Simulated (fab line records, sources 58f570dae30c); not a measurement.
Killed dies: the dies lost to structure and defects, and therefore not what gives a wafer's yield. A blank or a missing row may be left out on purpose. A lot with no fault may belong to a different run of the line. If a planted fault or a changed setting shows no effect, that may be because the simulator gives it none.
fab line records ; flow berkeley_cmos170
record lots=13; wafers=39; last_day=13
route steps=331 shown NSD@194 CONTACT@228 V1@266 M2@272
lots that met no fault: taken from a fault-free run of the same line
start_h: the number of hours between the record's first day and the start of the first shown wafer of the lot ; wait_h: hours elapsed since this lot's preceding step ; " repeats the value in the row above ; L1.1+2: a single row standing in for several wafers ; - either no value or no given start ; * or withheld: withheld ; < > ~ a bound
route shown NAME@n: names a module that has steps shown in the file, with the first one's number in the route ; usual: the fault-free wafers' mean and standard deviation ; same: alike in all rows ; chamber/n: place in a boat ; sites: per-site readings ; _std_site: the standard deviation of these ; _edge_site: inner sites' mean taken away from outer sites' mean ; radius_mm: for every site, how far away it sits from the centre of the wafer ; mask NAME#n: copy n ; behind: the last tool/chamber to shape the wafer ; hold: why the lot was held/for how many hours/how that ended ; device: the n, p or np transistor that did not switch ; end of line: the same wafers' tests at the end of the route ; a step without rows: its recipe alone ; killed: count of dies lost to structure and defects at first sort (not the wafer's yield) ; map: a wafer's dies, marking killed ones x, the rest . and places with no die _
set.NAME: setting as actually run; set.NAME@STEP: the setting as run at that earlier step ; model.NAME: the simulator's own value behind a step, which no gauge read
the route's steps for a sample of lots (tables are steps, rows are wafers)
services: the hour from which a tool's chamber was out of use, counted from the record's first day as start_h (under 0 if before that day), plus the number of hours and why
## steps
# step UCB170_NSD_OVL_MEAS_07
# usual NSD_OVL=0/5.8
lot.wafer;tool;chamber;start_h;wait_h;NSD_OVL[nm]
L835.3;overlay-01;-;166.44;0.1;-5
L835.4;overlay-01;-;166.44;0.1;-1
L835.5;overlay-01;-;166.44;0.1;-9
L836.3;overlay-01;-;182.24;0.1;7
L836.5;overlay-01;-;182.24;0.1;15
L836.6;overlay-01;-;182.24;0.1;14
L837.3;overlay-02;-;182.49;0.1;7
L837.4;overlay-02;-;182.49;0.1;-1
L837.5;overlay-02;-;182.49;0.1;5
L841.1;overlay-01;-;203.05;0.1;7
L841.4;overlay-01;-;203.05;0.1;6
L841.5;overlay-01;-;203.05;0.1;9
L843.3;overlay-02;-;203.53;0.1;5
L843.5;overlay-02;-;203.53;0.1;1
L843.6;overlay-02;-;203.53;0.1;0
L844.1;overlay-02;-;210.17;0.1;-9
L844.3;overlay-02;-;210.17;0.1;-8
L844.6;overlay-02;-;210.17;0.1;-11
L845.1;overlay-01;-;210.23;0.1;1
L845.5;overlay-01;-;210.23;0.1;-3
L845.6;overlay-01;-;210.23;0.1;1
L846.2;overlay-01;-;223.56;0.1;0
L846.3;overlay-01;-;223.56;0.1;0
L846.6;overlay-01;-;223.56;0.1;-8
L849.1;overlay-02;-;237.33;0.1;-5
L849.2;overlay-02;-;237.33;0.1;-5
L849.3;overlay-02;-;237.33;0.1;-5
L856.2;overlay-02;-;266.67;0.1;-5
L856.3;overlay-02;-;266.67;0.1;-12
L856.5;overlay-02;-;266.67;0.1;-14
L855.1;overlay-01;-;267.03;0.1;-1
L855.5;overlay-01;-;267.03;0.1;2
L855.6;overlay-01;-;267.03;0.1;-1
L858.1;overlay-02;-;277.06;0.1;2
L858.3;overlay-02;-;277.06;0.1;-2
L858.4;overlay-02;-;277.06;0.1;2
L857.2;overlay-01;-;278.23;0.1;0
L857.3;overlay-01;-;278.23;0.1;4
L857.4;overlay-01;-;278.23;0.1;-5
# step UCB170_CONTACT_EXPOSE_12
# recipe mask_id=CONT; target_cd_nm=700; na=0.5; sigma_outer=0.6; source_shape=conventional; dose_mj=34.41
lot.wafer;tool;chamber;start_h;wait_h;mask
L835.3+4+5;krf_scanner-01;0;175.04;-;CONT#0
L836.3+5+6;krf_scanner-01;0;189.17;-;CONT#0
L837.3+4+5;krf_scanner-01;0;189.39;-;CONT#0
L841.1+4+5;krf_scanner-01;0;209.04;-;CONT#0
L843.3+5+6;krf_scanner-02;0;210.84;-;CONT#0
L844.1+3+6;krf_scanner-01;0;216.15;-;CONT#0
L845.1+5+6;krf_scanner-01;0;216.26;-;CONT#0
L846.2+3+6;krf_scanner-01;0;229.22;-;CONT_R1#0
L849.1+2+3;krf_scanner-01;0;245.53;-;CONT#0
L856.2+3+5;krf_scanner-02;0;273.01;-;CONT#0
L855.1+5+6;krf_scanner-02;0;275.25;-;CONT#0
L858.1+3+4;krf_scanner-01;0;284.44;-;CONT#0
L857.2+3+4;krf_scanner-02;0;286.76;-;CONT#0
# step UCB170_CONTACT_CD_MEAS_15
# recipe target_cd_nm=700
# usual cd_nm=699.8/1.5
lot.wafer;tool;chamber;start_h;wait_h;cd_nm
L835.3;cd_sem-02;-;175.44;-;699.6
L835.4;cd_sem-02;-;175.44;-;698.9
L835.5;cd_sem-02;-;175.44;-;698.2
L836.3;cd_sem-01;-;190.00;-;700.1
L836.5;cd_sem-01;-;190.00;-;700.6
L836.6;cd_sem-01;-;190.00;-;698.8
L837.3;cd_sem-02;-;190.28;-;701.4
L837.4;cd_sem-02;-;190.28;-;701.8
L837.5;cd_sem-02;-;190.28;-;702.0
L841.1;cd_sem-02;-;209.84;-;697.3
L841.4;cd_sem-02;-;209.84;-;697.3
L841.5;cd_sem-02;-;209.84;-;697.8
L843.3;cd_sem-02;-;211.78;-;699.9
L843.5;cd_sem-02;-;211.78;-;699.0
L843.6;cd_sem-02;-;211.78;-;699.0
L844.1;cd_sem-02;-;216.54;-;699.9
L844.3;cd_sem-02;-;216.54;-;700.8
L844.6;cd_sem-02;-;216.54;-;699.6
L845.1;cd_sem-01;-;216.65;-;702.6
L845.5;cd_sem-01;-;216.65;-;699.8
L845.6;cd_sem-01;-;216.65;-;701.7
L846.2;cd_sem-02;-;229.94;-;748.5
L846.3;cd_sem-02;-;229.94;-;748.6
L846.6;cd_sem-02;-;229.94;-;749.4
L849.1;cd_sem-01;-;246.29;-;698.7
L849.2;cd_sem-01;-;246.29;-;697.9
L849.3;cd_sem-01;-;246.29;-;700.0
L856.2;cd_sem-02;-;273.44;-;697.8
L856.3;cd_sem-02;-;273.44;-;697.3
L856.5;cd_sem-02;-;273.44;-;696.9
L855.1;cd_sem-01;-;275.97;-;701.3
L855.5;cd_sem-01;-;275.97;-;701.0
L855.6;cd_sem-01;-;275.97;-;701.2
L858.1;cd_sem-02;-;284.83;-;699.5
L858.3;cd_sem-02;-;284.83;-;700.4
L858.4;cd_sem-02;-;284.83;-;699.2
L857.2;cd_sem-02;-;287.44;-;701.6
L857.3;cd_sem-02;-;287.44;-;699.5
L857.4;cd_sem-02;-;287.44;-;699.6
# step UCB170_V1_CD_MEAS_12
# recipe target_cd_nm=700
# usual cd_nm=700.0/1.7
lot.wafer;tool;chamber;start_h;wait_h;cd_nm
L835.3;cd_sem-01;-;181.31;-;702.9
L835.4;cd_sem-01;-;181.31;-;701.6
L835.5;cd_sem-01;-;181.31;-;702.0
L836.3;cd_sem-02;-;196.37;-;698.9
L836.5;cd_sem-02;-;196.37;-;700.0
L836.6;cd_sem-02;-;196.37;-;700.5
L837.3;cd_sem-02;-;197.58;-;698.5
L837.4;cd_sem-02;-;197.58;-;697.9
L837.5;cd_sem-02;-;197.58;-;697.7
L841.1;cd_sem-02;-;218.62;-;698.6
L841.4;cd_sem-02;-;218.62;-;700.0
L841.5;cd_sem-02;-;218.62;-;698.3
L843.3;cd_sem-01;-;218.72;-;702.2
L843.5;cd_sem-01;-;218.72;-;701.0
L843.6;cd_sem-01;-;218.72;-;700.7
L844.1;cd_sem-01;-;223.35;-;701.5
L844.3;cd_sem-01;-;223.35;-;701.7
L844.6;cd_sem-01;-;223.35;-;701.9
L845.1;cd_sem-02;-;224.35;-;701.8
L845.5;cd_sem-02;-;224.35;-;701.3
L845.6;cd_sem-02;-;224.35;-;700.3
L846.2;cd_sem-02;-;237.33;-;700.2
L846.3;cd_sem-02;-;237.33;-;701.1
L846.6;cd_sem-02;-;237.33;-;700.8
L849.1;cd_sem-02;-;254.18;-;701.5
L849.2;cd_sem-02;-;254.18;-;700.1
L849.3;cd_sem-02;-;254.18;-;700.4
L856.2;cd_sem-01;-;280.31;-;697.4
L856.3;cd_sem-01;-;280.31;-;696.6
L856.5;cd_sem-01;-;280.31;-;696.0
L855.1;cd_sem-02;-;282.70;-;700.1
L855.5;cd_sem-02;-;282.70;-;700.7
L855.6;cd_sem-02;-;282.70;-;700.3
L858.1;cd_sem-01;-;290.37;-;700.5
L858.3;cd_sem-01;-;290.37;-;701.4
L858.4;cd_sem-01;-;290.37;-;701.5
L857.2;cd_sem-01;-;295.02;-;699.0
L857.3;cd_sem-01;-;295.02;-;699.4
L857.4;cd_sem-01;-;295.02;-;699.5
# step UCB170_M2_SPUTTER_01
# recipe material=Al; target_thk_nm=900; time_s=120; power_w=6000; chamber_pressure_pa=0.5
# usual throttle_valve_pct=30.0/0.89
lot.wafer;tool;chamber;start_h;wait_h;throttle_valve_pct
L835.3;pvd_sputter-01;-;181.89;0.0;30.5
L835.4;pvd_sputter-01;-;181.89;0.0;28.3
L835.5;pvd_sputter-01;-;181.89;0.0;29.3
L836.3;pvd_sputter-02;-;196.95;0.0;31.0
L836.5;pvd_sputter-02;-;196.95;0.0;31.2
L836.6;pvd_sputter-02;-;196.95;0.0;30.3
L837.3;pvd_sputter-01;-;198.16;0.0;29.1
L837.4;pvd_sputter-01;-;198.16;0.0;30.2
L837.5;pvd_sputter-01;-;198.16;0.0;28.8
L841.1;pvd_sputter-03;-;219.24;0.0;29.0
L841.4;pvd_sputter-03;-;219.24;0.0;29.1
L841.5;pvd_sputter-03;-;219.24;0.0;30.5
L843.3;pvd_sputter-02;-;219.36;0.0;30.6
L843.5;pvd_sputter-02;-;219.36;0.0;30.9
L843.6;pvd_sputter-02;-;219.36;0.0;30.7
L844.1;pvd_sputter-01;-;223.97;0.0;28.4
L844.3;pvd_sputter-01;-;223.97;0.0;30.0
L844.6;pvd_sputter-01;-;223.97;0.0;29.9
L845.1;pvd_sputter-03;-;224.97;0.0;29.9
L845.5;pvd_sputter-03;-;224.97;0.0;30.6
L845.6;pvd_sputter-03;-;224.97;0.0;29.9
L846.2;pvd_sputter-02;-;237.93;0.0;30.9
L846.3;pvd_sputter-02;-;237.93;0.0;30.5
L846.6;pvd_sputter-02;-;237.93;0.0;30.9
L849.1;pvd_sputter-02;-;254.87;0.0;30.8
L849.2;pvd_sputter-02;-;254.87;0.0;30.8
L849.3;pvd_sputter-02;-;254.87;0.0;31.2
L856.2;pvd_sputter-03;-;280.91;0.0;29.4
L856.3;pvd_sputter-03;-;280.91;0.0;30.5
L856.5;pvd_sputter-03;-;280.91;0.0;30.2
L855.1;pvd_sputter-02;-;283.32;0.0;30.8
L855.5;pvd_sputter-02;-;283.32;0.0;31.1
L855.6;pvd_sputter-02;-;283.32;0.0;30.9
L858.1;pvd_sputter-01;-;290.99;0.0;28.4
L858.3;pvd_sputter-01;-;290.99;0.0;30.0
L858.4;pvd_sputter-01;-;290.99;0.0;28.7
L857.2;pvd_sputter-01;-;295.63;0.0;28.9
L857.3;pvd_sputter-01;-;295.63;0.0;29.8
L857.4;pvd_sputter-01;-;295.63;0.0;28.4
## services
tool;chamber;start_h;hours;kind
krf_scanner-02;-;157.45;0.8;pm
krf_scanner-01;-;159.55;6.1;repair
krf_scanner-01;-;169.62;2.9;repair
krf_scanner-01;-;186.73;1.0;pm
pvd_sputter-03;-;191.57;3.1;repair
pvd_sputter-01;-;198.89;2.1;repair
krf_scanner-01;-;203.41;0.8;pm
pvd_sputter-01;3;204.91;-;consumable_replace:kit
pvd_sputter-01;3;204.91;18.0;scheduled_down
pvd_sputter-01;3;204.91;18.0;vent_cycle
krf_scanner-01;-;205.16;1.3;pm
krf_scanner-02;-;212.15;1.3;pm
krf_scanner-02;-;213.45;3.6;pm
krf_scanner-02;-;218.06;1.0;repair
pvd_sputter-02;-;241.93;7.1;repair
krf_scanner-01;-;290.70;0.8;pm
pvd_sputter-01;-;293.46;1.7;repair
## key
first_sign step=UCB170_CONTACT_EXPOSE_12; reading=mask; direction=changed
effect step=UCB170_CONTACT_CD_MEAS_15; reading=cd_nm; direction=up; sigmas=32; usual=699.8; struck=748.9
met_at UCB170_CONTACT_EXPOSE_12
struck_lots L846
tester_left_out L846
not_acting_at UCB170_NSD_OVL_MEAS_07,UCB170_V1_CD_MEAS_12,UCB170_M2_SPUTTER_01
onset_between 216.26 229.22
fault kind=wrong_mask; tool=any; chamber=-; onset_h=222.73; steps=UCB170_CONTACT_EXPOSE_12; aux_copy=CONT_R1#0; cd_offset_nm=49; scope=struck_lots_only
# tester_left_out: of these lots the tester's yield and bins aren't shown, on N5 and GAA mostly nor the transistor test; their killed dies are dies lost to structure and defects alone, not to doping, threshold or leakage, so they don't give the yield
